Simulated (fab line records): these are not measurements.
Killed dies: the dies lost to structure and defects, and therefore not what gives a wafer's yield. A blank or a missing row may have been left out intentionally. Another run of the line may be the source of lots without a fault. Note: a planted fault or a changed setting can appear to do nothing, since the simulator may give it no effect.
Problem report, 8D (eight disciplines) form, completed by code    flow berkeley cmos170    the parts of the form that need people (team, actions taken, sign-off) are left out

== 1. THE PROBLEM ==
PVT_TW at UCB170_PVT_TW_MEAS_09 reads a mean of 444 on 6 wafers of 2 lots; wafers without a fault read 508 with a standard deviation of 3.2. That is -20 standard deviations from the usual mean.
Earliest sighting: wafer L906.1 on film metro-01 at day 9 13:28. Wafers with a number at this step in the record: 42, from 14 lots. Rule for "out", or "out of limits": more than 4 standard deviations from the usual mean. All remaining wafers that have a number are taken as sound.

== 2. WHAT THIS IS AND IS NOT ==
question                     is                            is not
which readings at this step  PVT_TW                        -
which lots                   L906, L907                    L888, L889, L891, L893, L894, L897, L898, L900, L901, L909, L910, L911
which wafers of those lots   all that have a number        -
read on which gauges         film metro-01, film metro-03  film metro-04
when                         from day 9 13:28              up to then (27 sound wafers); but 9 sound wafers of L909, L910, L911 came after

== 3. THE SUSPECTS, EACH WITH WHAT RULES IT OUT ==
Counting: a tool at a process step up to the reading stays a suspect if it ran every lot that is out and no sound lot after the first of them.
- the gauge at UCB170_PVT_TW_MEAS_09: ruled out. Those wafers that are out were read across 2 gauges (film metro-01, film metro-03).
- plasma asher-03 at UCB170_PWELL_STRIP_16 (strips in O2): ruled out as a lasting fault. The sound lots L909, L911 went through it after L906, its earliest lot that is out (day 6 17:57).
- implanter-03 at UCB170_PVT_IMPLANT_07: kept. It ran every lot that is out, first L906 (day 9 13:13), and no sound lot after that; its last sound lot up to then is L898 (day 7 22:46). Its own readings are out on those wafers: dose ions cm2, faraday current uA.
After counting, what remains is implanter-03 at UCB170_PVT_IMPLANT_07.

== 4. THE CAUSE (what the simulator had put in) ==
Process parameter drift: implanter-03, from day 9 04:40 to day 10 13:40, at UCB170_PVT_IMPLANT_07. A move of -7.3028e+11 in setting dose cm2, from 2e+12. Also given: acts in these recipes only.
The count eliminated every tool but this one.

== 5. SEQUENCE OF EFFECTS, ordered by route ==
Rows list readings where the struck wafers' mean (over those with a number) sits beyond 3 standard deviations from the usual. Scope: only readings with a usual standard deviation given in the record; hours: median across lots of the time from each lot's start at the first step in this table that gives one to its start at this step; sigmas: change in usual standard deviations.
hours  step                   reading             usual       on struck wafers  change       sigmas
0      UCB170_PVT_IMPLANT_07  dose ions cm2       1.9997e+12  1.2686e+12        -7.3105e+11  -99 or more
0      UCB170_PVT_IMPLANT_07  faraday current uA  6.34        4.01              -2.33        -18
0      UCB170_PVT_TW_MEAS_09  PVT_TW              508         444               -64          -20
It contains these process steps:
- UCB170_PVT_IMPLANT_07

== 6. HOW IT WOULD HAVE BEEN CAUGHT EARLIER ==
In this record the first reading out of limits at a measuring or inspecting step was taken at day 9 13:28, 9 hours after the fault began at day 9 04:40.
The tool's own readings at UCB170_PVT_IMPLANT_07 were out on every struck wafer that the step has a row for (dose ions cm2, faraday current uA): an alarm limit on them would have fired on the first of those.
Lots out: 2; of these, L907 started UCB170_PVT_IMPLANT_07 on implanter-03 after day 9 13:28. A hold on the tool at that time would have spared it.
